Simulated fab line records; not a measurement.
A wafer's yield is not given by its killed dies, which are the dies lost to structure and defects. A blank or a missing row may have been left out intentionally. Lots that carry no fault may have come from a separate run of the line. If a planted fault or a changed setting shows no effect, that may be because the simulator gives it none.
Which tool did it? | flow berkeleyCmos170 | 14 lots with 42 wafers sampled at 3 steps, on a route of 331 steps

## WHAT THE GAUGES SHOWED, per wafer
UCB170_CONTACT_THK_MEAS_02.
lot  | measured     | on           | CONTACT_PSG_THK (nm)
L537 | day 8 01:10  | filmMetro-01 | 698 702 698
L536 | day 8 02:23  | filmMetro-03 | 705 710 705
L539 | day 8 16:47  | filmMetro-02 | 703 710 711
L541 | day 8 17:35  | filmMetro-03 | 711 709 713
L542 | day 9 01:34  | filmMetro-03 | 699 699 694
L543 | day 9 15:50  | filmMetro-02 | 701 694 694
L544 | day 9 17:18  | filmMetro-01 | 700 705 699
L546 | day 9 17:18  | filmMetro-02 | 705 708 705
L549 | day 10 15:29 | filmMetro-02 | 705 701 698
L548 | day 10 16:08 | filmMetro-02 | 697 705 702
L547 | day 10 17:14 | filmMetro-02 | 710 707 703
L550 | day 11 02:53 | filmMetro-01 | 709 706 702
L558 | day 12 19:12 | filmMetro-03 | 704 707 716
L559 | day 13 04:23 | filmMetro-01 | 705 703 701

UCB170_M1_OVL_MEAS_10.
lot  | measured     | on         | M1_OVL (nm)
L537 | day 8 06:26  | overlay-01 | 1 2 2
L536 | day 8 07:07  | overlay-01 | 2 -1 -2
L539 | day 8 21:56  | overlay-01 | 0 -3 -2
L541 | day 8 23:53  | overlay-01 | 2 -1 7
L542 | day 9 05:19  | overlay-02 | -9 -6 -3
L543 | day 9 19:48  | overlay-02 | 0 0 1
L544 | day 9 21:39  | overlay-02 | -5 -8 -4
L546 | day 9 21:23  | overlay-02 | -3 -7 1
L549 | day 10 19:14 | overlay-02 | 10 3 6
L548 | day 10 20:04 | overlay-02 | 4 10 -2
L547 | day 10 20:59 | overlay-02 | 8 5 2
L550 | day 11 07:46 | overlay-02 | -8 -12 0
L558 | day 12 23:48 | overlay-02 | 2 5 1
L559 | day 13 10:48 | overlay-01 | 2 1 5

## EACH LOT AND THE TOOL THAT RAN IT (in order: tool; ch and the chambers of the sampled wafers; start)
lot  | UCB170_CONTACT_ETCH_18
L537 | rieDiel-02 ch 0,2,3, day 8 06:26 or earlier
L536 | rieDiel-01 ch 0,1,2, day 8 07:07 or earlier
L539 | rieDiel-02 ch 0,2, day 8 21:56 or earlier
L541 | rieDiel-02 ch 0,1,3, day 8 23:53 or earlier
L542 | rieDiel-03 ch 0,1, day 9 05:19 or earlier
L543 | rieDiel-03 ch 1,2,3, day 9 19:48 or earlier
L544 | rieDiel-02 ch 2,3, day 9 21:39 or earlier
L546 | rieDiel-03 ch 0,1,2, day 9 21:23 or earlier
L549 | rieDiel-02 ch 0,1,3, day 10 19:14 or earlier
L548 | rieDiel-01 ch 0,2,3, day 10 20:04 or earlier
L547 | rieDiel-03 ch 1,3, day 10 20:59 or earlier
L550 | rieDiel-02 ch 0,1,3, day 11 07:46 or earlier
L558 | rieDiel-03 ch 0,3, day 12 23:48 or earlier
L559 | rieDiel-02 ch 2,3, day 13 10:48 or earlier
- UCB170_CONTACT_ETCH_18: etches PSG in CHF3/CF4/Ar, stops on TiSi2, target depth 840 nm, time 195 s.

## AS READ BY THE TOOLS THEMSELVES (means over the sampled wafers that have a number; for cases with no such wafer, the mark the record gives instead)
UCB170_CONTACT_ETCH_18.
lot  | tool       | drypumpMotorCurrentA (A) | oesProductAu (a.u.) | throttleValvePct (%)
L537 | rieDiel-02 | 5.6                      | 0.890               | 6.96
L536 | rieDiel-01 | 5.4                      | 0.901               | 6.90
L539 | rieDiel-02 | 6.0                      | 0.879               | 6.98
L541 | rieDiel-02 | 5.5                      | 0.909               | 6.92
L542 | rieDiel-03 | 5.5                      | 0.896               | 6.78
L543 | rieDiel-03 | 5.4                      | 0.895               | 6.84
L544 | rieDiel-02 | 5.3                      | 0.895               | 6.97
L546 | rieDiel-03 | 5.8                      | 0.917               | 6.77
L549 | rieDiel-02 | 5.5                      | 0.900               | 6.93
L548 | rieDiel-01 | 5.4                      | 0.893               | 6.90
L547 | rieDiel-03 | 5.1                      | 0.884               | 7.00
L550 | rieDiel-02 | 5.4                      | 0.910               | 6.92
L558 | rieDiel-03 | 5.4                      | 0.899               | 7.06
L559 | rieDiel-02 | 5.8                      | 0.880               | 6.99

## THE ANSWER, worked out from the rows above alone
Rule: the usual values come from the lots themselves. The widest of any qualifying gaps counts: lots, ordered by their means at a reading, are off when they make up no more than a third of the lots, leave a main group of 4 or more, and stand apart from it by 3 or more times the standard deviation of that group's means. The tables above print the reading to a certain number of digits; a main group whose means all agree to those digits is not used. Also off: a lot with no number at a reading for which 4 or more lots have one. Any other lot the step has rows for is counted as sound. After the gauges, taken in route order, come the tools' own readings; for these a lot's mean is taken, as printed above. At the first step where some lot is off, the reading lying furthest off is the one used; lots without a number count as furthest.
None of the lots is off at any reading shown; this tells nothing.

## WHAT HAD BEEN PUT IN BY THE SIMULATOR
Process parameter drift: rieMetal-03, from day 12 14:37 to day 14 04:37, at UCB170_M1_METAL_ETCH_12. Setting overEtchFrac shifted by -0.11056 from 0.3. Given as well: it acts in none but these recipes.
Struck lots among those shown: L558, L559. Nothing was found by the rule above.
